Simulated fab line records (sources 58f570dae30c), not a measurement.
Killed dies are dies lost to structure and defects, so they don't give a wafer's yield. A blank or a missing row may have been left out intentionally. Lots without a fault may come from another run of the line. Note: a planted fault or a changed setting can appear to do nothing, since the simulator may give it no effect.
Struck lot and sound lot, side by side	flow berkeley_cmos170	16 out of 331 route steps
Sound: these wafers, L108.1, L108.3, L108.5. Struck: wafer L118.1. The cause comes at the end.
For every step that has rows: the tool of each side, followed by ch and its chambers, followed by its first start. Under that, the readings that differ: sound wafers	struck wafers	difference of the means	sigmas: that difference in standard deviations of wafers without a fault.
alike: a reading whose means differ by less than 2 such deviations, as well as words and numbers matching on both sides. not compared: withheld readings; readings where some wafer has no value; bounds like >300 that might hide an equal value; numbers whose values overlap and for which the record gives no deviation.
Wherever a step has rows on one side only, a row that says differs or no value, or a row with sigmas, the two part there. When numbers do not overlap yet have no deviation, they are printed without sigmas and do not part them. A reading missing from all wafers of one side parts the sides only when that side holds two or more wafers.

first, 5 steps without rows for these wafers: UCB170_M1_COAT_04 (resist thk 900 nm); UCB170_M1_SOFTBAKE_05 (time 60 s); UCB170_M1_EXPOSE_06 (exposes mask METAL1, target cd 700 nm); UCB170_M1_PEB_07; UCB170_M1_DEVELOP_08 (develop time 45 s).
UCB170_M1_CD_MEAS_09: target cd 700 nm.
  sound on cd_sem-01, day 8 20:15; struck on cd_sem-01, day 11 17:40
  alike: cd_nm
UCB170_M1_OVL_MEAS_10:
  sound on overlay-02, day 8 20:22; struck on overlay-01, day 11 17:47
reading	sound	struck	difference	sigmas
M1_OVL (nm)	-3 -1 0	-12	-11	-2
UCB170_M1_ETCH_11: etches BARC in N2/H2.
  sound on rie_diel-01 ch 1,2, day 8 20:25; struck on rie_diel-04 ch 0, day 11 17:50
  alike: drypump_motor_current_A, oes_product_au, throttle_valve_pct
UCB170_M1_METAL_ETCH_12: etches Al in Cl2/BCl3, stops on PSG, target depth 780 nm, time 130 s.
  sound on rie_metal-02 ch 0,1, day 8 20:27; struck on rie_metal-02 ch 0, day 11 17:52
  alike: drypump_motor_current_A, oes_product_au, throttle_valve_pct
  not compared: rf_hours_counter_h
UCB170_M1_STRIP_13: strips in O2.
  sound on plasma_asher-04 ch 0,1, day 8 20:35; struck on plasma_asher-04 ch 0, day 11 18:01
  alike: drypump_motor_current_A, o2_flow_sccm, oes_product_au
  not compared: rf_hours_counter_h
UCB170_M1_CD_MEAS_90: target cd 700 nm.
  sound on cd_sem-01, day 8 20:50; struck on cd_sem-02, day 11 18:07
  alike: cd_nm
then, 1 step without rows for these wafers: UCB170_M1_ANNEAL_14 (time 1200 s).
UCB170_V1_CVD_00: deposits SiO2 from TEOS/O2, target thk 2000 nm, time 250 s.
  sound on pecvd-04 ch 0,1, day 9 00:14; struck on pecvd-02 ch 0, day 11 21:35
reading	sound	struck	difference	sigmas
run_length_s (s)	277.9 278.1 278.0	437.4	+159.4	+99 or more
model.SiO2_of_V1_CVD_00.thk_nm (nm)	1954 1994 2034	3213	+1219	
  alike: heater_power_w
UCB170_V1_THK_MEAS_01:
  sound on film_metro-02, day 9 00:23; struck on film_metro-04, day 11 21:44
reading	sound	struck	difference	sigmas
V1_TEOS_THK (nm)	1954 1994 2033	3215	+1221	+38
UCB170_V1_CMP_02: polishes SiO2.
  sound on cmp-01 ch 1,3, day 9 00:27; struck on cmp-01 ch 3, day 11 21:47
  alike: motor_current_A
UCB170_M3_PROBE_99:
  rows exist in the record for the sound wafers here (prober-02, day 9 11:50), none for the struck ones

WHERE THEY PART
Last at UCB170_M3_PROBE_99 as far as this record goes, first at UCB170_M1_OVL_MEAS_10.

WHY: the cause the simulator had injected
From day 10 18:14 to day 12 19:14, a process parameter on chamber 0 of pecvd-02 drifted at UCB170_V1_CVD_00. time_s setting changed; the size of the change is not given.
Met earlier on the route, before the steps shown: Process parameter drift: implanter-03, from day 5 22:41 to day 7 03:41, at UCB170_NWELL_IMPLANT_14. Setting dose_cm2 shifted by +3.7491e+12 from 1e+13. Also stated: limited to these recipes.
